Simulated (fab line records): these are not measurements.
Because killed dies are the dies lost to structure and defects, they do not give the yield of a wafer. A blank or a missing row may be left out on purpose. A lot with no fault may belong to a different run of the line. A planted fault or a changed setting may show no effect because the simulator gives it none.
fab line records | flow rit-cmos
record: lots: 14 wafers: 42 last-day: 7
route steps=202 shown PWELL@47 M1@202
lots with no fault: from the same line, run without faults
start-h: the number of hours between the record's first day and the start of the first shown wafer of the lot | wait-h: time in hours since the lot's previous step | " same as the row above | L1.1+2: several wafers, shown together as one row | - either no value or no given start | * or withheld: withheld | < > ~ a bound
route shown NAME@n: NAME is a module with steps in the file, n the number in the route of the first one | usual: mean and standard deviation over wafers with no fault | same: alike in all rows | chamber/n: place in a boat | sites: the reading at each site | _std_site: the values' standard deviation | _edge_site: outer sites' mean less inner sites' | radius-mm: how far each site lies from the wafer's centre | mask NAME#n: copy n | behind: the tool/chamber that last shaped the wafer | hold: what put the lot on hold/how long, in hours/how the hold closed | device: names the non-switching transistor (n, p or np) | end of line: tests run on the same wafers once the route is complete | step lacking rows: just its recipe | killed: the dies lost at the first sort to structure and to defects; this is not the yield of the wafer | map: per-die view of a wafer (x killed, . not killed, _ where there is no die)
set.NAME: the setting that was run; set.NAME@STEP: the one run at that earlier step | model.NAME: the simulator's own value behind a step, which no gauge read
steps of the route over a sample of lots; a table a step, a row a wafer
services: the hour from which a tool's chamber was out of use, counted from the record's first day as start-h (under 0 if before that day), plus the number of hours and why
== steps ==
step: RIT_PWELL_IMPLANT_08
recipe: species: B energy-kev: 170 dose-cm2: 7e+13 tilt-deg: 7
usual: dose-ions-cm2: 7e+13/7e+10 faraday-current-uA: 222/4.8
columns lot.wafer tool chamber start-h wait-h dose-ions-cm2 faraday-current-uA
L433.1 implanter-04 0 23.02 0.2 7.004e+13 223
L433.4 " 0 " " 7.006e+13 223
L433.5 " 0 " " 7.005e+13 224
L436.1 implanter-04 0 38.63 0.2 6.998e+13 222
L436.3 " 0 " " 6.991e+13 226
L436.5 " 0 " " 7.002e+13 226
L437.1 implanter-03 0 43.36 0.2 7.004e+13 224
L437.2 " 0 " " 7.001e+13 224
L437.3 " 0 " " 7.006e+13 221
L438.1 implanter-02 0 47.72 0.2 7.005e+13 226
L438.3 " 0 " " 7.007e+13 220
L438.5 " 0 " " 7.001e+13 222
L440.1 implanter-02 0 58.95 0.2 7.016e+13 214
L440.2 " 0 " " 7.019e+13 223
L440.5 " 0 " " 7.005e+13 220
L441.3 implanter-04 0 64.44 0.2 6.992e+13 227
L441.4 " 0 " " 6.996e+13 223
L441.6 " 0 " " 6.993e+13 225
L442.1 implanter-02 0 68.10 0.2 6.996e+13 218
L442.3 " 0 " " 6.998e+13 219
L442.5 " 0 " " 6.996e+13 219
L444.2 implanter-04 0 78.07 0.2 7.701e+13 253
L444.4 " 0 " " 7.685e+13 244
L444.6 " 0 " " 7.711e+13 238
L449.1 implanter-04 0 103.45 0.2 7.695e+13 254
L449.3 " 0 " " 7.7e+13 246
L449.5 " 0 " " 7.703e+13 244
L450.2 implanter-03 0 109.87 0.2 7e+13 220
L450.4 " 0 " " 7.007e+13 216
L450.6 " 0 " " 6.996e+13 223
L451.2 implanter-03 0 115.93 0.2 7.007e+13 226
L451.3 " 0 " " 7.008e+13 221
L451.4 " 0 " " 6.989e+13 228
L453.2 implanter-02 0 123.98 0.2 6.997e+13 221
L453.4 " 0 " " 6.994e+13 218
L453.5 " 0 " " 7.015e+13 224
L455.4 implanter-03 0 134.00 0.2 7e+13 220
L455.5 " 0 " " 7e+13 222
L455.6 " 0 " " 7.002e+13 224
L456.2 implanter-02 0 137.79 0.2 6.994e+13 223
L456.5 " 0 " " 7.005e+13 213
L456.6 " 0 " " 7e+13 229
step: RIT_PWELL_TW_MEAS_10
usual: PWELL_TW: 954/4.5
columns lot.wafer tool chamber start-h wait-h PWELL_TW
L433.1 film-metro-03 - 23.35 0.1 950
L433.4 " - " " 954
L433.5 " - " " 953
L436.1 film-metro-03 - 38.95 0.1 957
L436.3 " - " " 954
L436.5 " - " " 955
L437.1 film-metro-02 - 43.69 0.1 959
L437.2 " - " " 959
L437.3 " - " " 951
L438.1 film-metro-02 - 48.04 0.1 957
L438.3 " - " " 949
L438.5 " - " " 951
L440.1 film-metro-02 - 59.27 0.1 957
L440.2 " - " " 952
L440.5 " - " " 951
L441.3 film-metro-03 - 64.73 0.1 951
L441.4 " - " " 945
L441.6 " - " " 949
L442.1 film-metro-03 - 68.43 0.1 950
L442.3 " - " " 948
L442.5 " - " " 957
L444.2 film-metro-01 - 78.38 0.1 976
L444.4 " - " " 976
L444.6 " - " " 972
L449.1 film-metro-01 - 103.78 0.1 986
L449.3 " - " " 987
L449.5 " - " " 983
L450.2 film-metro-02 - 110.18 0.1 957
L450.4 " - " " 951
L450.6 " - " " 954
L451.2 film-metro-02 - 116.24 0.1 956
L451.3 " - " " 956
L451.4 " - " " 956
L453.2 film-metro-02 - 124.29 0.1 953
L453.4 " - " " 953
L453.5 " - " " 960
L455.4 film-metro-01 - 134.28 0.1 956
L455.5 " - " " 955
L455.6 " - " " 956
L456.2 film-metro-02 - 138.10 0.1 950
L456.5 " - " " 957
L456.6 " - " " 953
step: RIT_WELLDRIVE_RS_MEAS_02
recipe: thk-meas-gauge: four-point-probe
usual: PWELL_RS: 429.7/1
columns lot.wafer tool chamber start-h wait-h PWELL_RS[ohm/sq]
L433.1 film-metro-01 - 28.61 0.1 430.9
L433.4 " - " " 431.1
L433.5 " - " " 429.7
L436.1 film-metro-02 - 44.22 0.1 430.2
L436.3 " - " " 431.8
L436.5 " - " " 430.6
L437.1 film-metro-01 - 49.01 0.1 429.7
L437.2 " - " " 430.8
L437.3 " - " " 429.8
L438.1 film-metro-02 - 53.30 0.1 429.2
L438.3 " - " " 430.1
L438.5 " - " " 429.7
L440.1 film-metro-02 - 64.54 0.1 429.5
L440.2 " - " " 428.4
L440.5 " - " " 428.6
L441.3 film-metro-01 - 70.02 0.1 429.9
L441.4 " - " " 430.5
L441.6 " - " " 429.6
L442.1 film-metro-03 - 74.68 0.1 430.1
L442.3 " - " " 429.7
L442.5 " - " " 429.6
L444.2 film-metro-03 - 83.66 0.1 405.6
L444.4 " - " " 405.4
L444.6 " - " " 405.6
L449.1 film-metro-03 - 109.80 0.1 404.7
L449.3 " - " " 404.8
L449.5 " - " " 405.3
L450.2 film-metro-03 - 115.50 0.1 430.6
L450.4 " - " " 429.6
L450.6 " - " " 430.1
L451.2 film-metro-01 - 122.47 0.1 427.7
L451.3 " - " " 428.4
L451.4 " - " " 428.4
L453.2 film-metro-02 - 130.10 0.1 428.3
L453.4 " - " " 428.2
L453.5 " - " " 429.2
L455.4 film-metro-01 - 139.57 0.1 430.6
L455.5 " - " " 430.8
L455.6 " - " " 431.8
L456.2 film-metro-02 - 143.37 0.1 430.7
L456.5 " - " " 430.9
L456.6 " - " " 429.3
step: RIT_M1_PROBE_99
usual: killed_at_M0_to_M3: 0.0/0.12 killed-at-contacts: 0.1/0.23 killed-at-front-end: 7/3 killed-dies: 7/3.1 killed-open: 3.3/2.1 killed-short: 3.3/2
same: gross-dies: 264 killed_at_M4_up: 0 killed-at-back-side: 0 killed-at-other: 0
columns lot.wafer tool chamber start-h wait-h killed_at_M0_to_M3 killed-at-contacts killed-at-front-end killed-dies killed-open killed-short
L440.1 prober-01 - 95.12 0.1 0 0 7 7 5 2
L440.2 prober-01 - 95.17 0.1 0 0 5 5 3 2
L440.5 prober-01 - 95.32 0.2 0 0 4 4 2 2
killed by level:class
L440.1 GATE:geometric-particle:open=2 SPACER:geometric-particle:open=2 FOX1:geometric-particle:open=1 SPACER:geometric-particle:short=1 SILICIDE:geometric-particle:short=1
L440.2 SILICIDE:geometric-particle:open=2 GATE:geometric-particle:open=1 GATE:geometric-particle:short=1 SILICIDE:geometric-particle:short=1
L440.5 FOX1:geometric-particle:short=1 GATE:geometric-particle:short=1 REOX:geometric-particle:open=1 SPACER:geometric-particle:open=1
== services ==
columns tool chamber start-h hours kind
implanter-02 - 11.37 10.5 pm
implanter-02 - 25.20 4.3 repair
implanter-04 - 90.73 4.1 pm
implanter-04 - 96.55 3.2 repair
implanter-03 - 120.14 0.5 repair
== key ==
first-sign: step: RIT_PWELL_IMPLANT_08 reading: dose-ions-cm2 direction: up sigmas: 99+ usual: 7e+13 struck: 7.699e+13
effect: step: RIT_PWELL_IMPLANT_08 reading: faraday-current-uA direction: up sigmas: 5 usual: 222 struck: 246
effect: step: RIT_PWELL_TW_MEAS_10 reading: PWELL_TW direction: up sigmas: 5.9 usual: 954 struck: 980
effect: step: RIT_WELLDRIVE_RS_MEAS_02 reading: PWELL_RS direction: down sigmas: 23 usual: 429.7 struck: 405.2
met-at RIT_PWELL_IMPLANT_08
struck-lots L444,L449
tester-left-out L444,L449
onset-between 64.44 78.07
fault: kind: process-parameter-drift tool: implanter-04 chamber: - onset-h: 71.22 steps: RIT_PWELL_IMPLANT_08 channel: dose-cm2 offset: 7e+12 shape: step end-h: 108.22 acts-in: these-recipes-only stated: 7e+13
tester-left-out: of these lots the tester's yield and bins aren't shown, on N5 and GAA mostly nor the transistor test; their killed dies are dies lost to structure and defects alone, not to doping, threshold or leakage, so they don't give the yield
